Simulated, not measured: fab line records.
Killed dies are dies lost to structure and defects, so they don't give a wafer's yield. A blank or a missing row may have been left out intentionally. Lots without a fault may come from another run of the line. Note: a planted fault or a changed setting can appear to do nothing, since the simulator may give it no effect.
The same fault as seen by 2 desks    flow rit_cmos    what lay behind the numbers comes last; until then each desk has only its own

== FOR THE TOOL OWNER'S DESK: iline_stepper-01 ==
The tool's own readings at RIT_CONTACT_EXPOSE_05 (exposes mask M11, target cd 1000 nm): means of the sampled wafers that have a number, for each lot that ran on this tool. Marked OUT: a lot whose mean sits more than 4 standard deviations from the usual mean, which makes it out of limits; the brackets give that distance.
Columns: A = exposure_dose_mJ_cm2 at RIT_CONTACT_EXPOSE_05, usual 250.56
lot   first seen here  A
L378  day 3 06:27      250.65
L379  day 3 13:15      250.75
L384  day 4 13:36      250.48
L387  day 5 02:37      247.92 (-11) OUT
L399  day 7 18:23      250.41
L401  day 8 02:37      250.34
Finding of this desk: L387 out of limits; the first was L387 at day 5 02:37, on exposure_dose_mJ_cm2 at RIT_CONTACT_EXPOSE_05. L378, L379, L384, L399, L401 stayed within limits.

== THE METROLOGY DESK ==
Means of the sampled wafers that have a number, per lot and without regard to the tool the lot ran on: this is what the gauges read. Marked OUT: a lot whose mean sits more than 4 standard deviations from the usual mean, which makes it out of limits; the brackets give that distance.
Columns: A = ACTIVE_OXIDE_THK at RIT_ACTIVE_THK_MEAS_02, usual 48.7 nm; B = REOX_OXIDE_THK at RIT_REOX_THK_MEAS_04, usual 25.0 nm
lot   first seen here  A     B
L378  day 1 12:10      49.6  25.2
L379  day 1 17:15      49.1  25.0
L381  day 2 03:04      47.7  25.0
L384  day 2 20:02      49.4  24.4
L387  day 3 10:00      50.1  24.9
L393  day 4 16:23      48.2  24.7
L394  day 4 20:38      48.3  25.1
L396  day 5 07:10      49.0  25.2
L397  day 5 11:05      49.2  24.9
L398  day 5 17:44      49.1  24.8
L399  day 5 21:03      48.2  25.2
L400  day 6 04:37      47.0  24.7
L401  day 6 08:02      49.7  25.6
Finding of this desk: none of the 13 lots has anything out of limits.

== BROUGHT TOGETHER ==
On L387, at day 5 02:37, an alarm was possible from the tool owner's desk.
From the metrology desk's view, nothing was out of limits.
The metrology desk holds a record of L387, inside its limits.
Every lot named ran RIT_CONTACT_EXPOSE_05 on iline_stepper-01.

== WHAT THE SIMULATOR HAD INSERTED ==
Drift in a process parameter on iline_stepper-01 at RIT_CONTACT_EXPOSE_05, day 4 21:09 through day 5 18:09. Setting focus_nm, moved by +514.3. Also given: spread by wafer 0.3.
Struck lots among those shown: L387.
Hours from the fault's start to each desk's first reading out of limits: the tool owner's desk, 5.
